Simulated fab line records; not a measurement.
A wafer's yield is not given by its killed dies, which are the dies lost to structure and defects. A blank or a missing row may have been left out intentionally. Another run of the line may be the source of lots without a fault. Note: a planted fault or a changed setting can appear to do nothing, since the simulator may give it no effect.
2 desks, one fault    flow rit cmos    numbers are kept per desk, each desk with only its own; the story behind them comes last

## METROLOGY DESK
Means of the sampled wafers that have a number, per lot and without regard to the tool the lot ran on: this is what the gauges read. A lot is out of limits, marked OUT, if its mean lies more than 4 standard deviations from the usual mean; the brackets give that distance. Readings shown: 7 of its 9, picked as those furthest out on some lot.
Columns: A = PRETRO_TW at RIT_PRETRO_TW_MEAS_10, usual 473.8; B = FIELD_OXIDE_LEFT_2_THK at RIT_FOX2_THK_MEAS_91, usual 253 nm; C = GATE_OXIDE_THK at RIT_GATE_THK_MEAS_07, usual 3.02 nm; D = GATE_POLY_THK at RIT_GATE_THK_MEAS_09, usual 249.8 nm; E = cd nm at RIT_GATE_CD_MEAS_16, usual 149.9 nm; F = cd nm at RIT_GATE_CD_MEAS_90, usual 150.0 nm; G = REOX_OXIDE_THK at RIT_REOX_THK_MEAS_04, usual 25.1 nm
lot   first seen here  A      B    C     D      E      F      G
L670  day 2 07:22      474.0  243  3.03  247.9  145.6  145.7  25.4
L674  day 3 04:12      471.9  249  3.11  250.4  152.7  152.6  25.2
L680  day 4 08:34      475.9  244  3.05  247.3  151.4  151.6  24.6
L689  day 6 06:35      478.2  257  2.99  249.2  146.3  146.4  25.2
L693  day 7 02:50      471.2  244  3.02  251.2  150.5  150.6  25.2
Finding of this desk: none of the 5 lots has anything out of limits.

## AT THE TOOL OWNER'S DESK: wet bench-02
The tool's own readings at RIT_GATE_CLEAN_04 (cleans in dHF, time 60 s): means of the sampled wafers that have a number, for each lot that ran on this tool. A lot is out of limits, marked OUT, if its mean lies more than 4 standard deviations from the usual mean; the brackets give that distance.
Columns: A = run length s at RIT_GATE_CLEAN_04, usual 89 s
lot   first seen here  A
L674  day 3 05:16      85
L680  day 4 09:38      146 (+15) OUT
This desk's finding: out of limits on L680; first on L680, day 4 09:38 (run length s at RIT_GATE_CLEAN_04). L674 stayed within limits.

## BROUGHT TOGETHER
The tool owner's desk had the chance to raise an alarm at day 4 09:38 on L680.
From the metrology desk's view, nothing was out of limits.
The metrology desk holds a record of L680, inside its limits.
RIT_GATE_CLEAN_04 was run on wet bench-02 by each of the lots named.

## WHAT THE SIMULATOR PUT IN
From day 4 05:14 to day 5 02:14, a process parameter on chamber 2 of wet bench-02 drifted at RIT_GATE_CLEAN_04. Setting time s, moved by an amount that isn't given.
Shown lots that were struck: L680.
Hours from the fault's start to each desk's first reading out of limits: the tool owner's desk, 4.
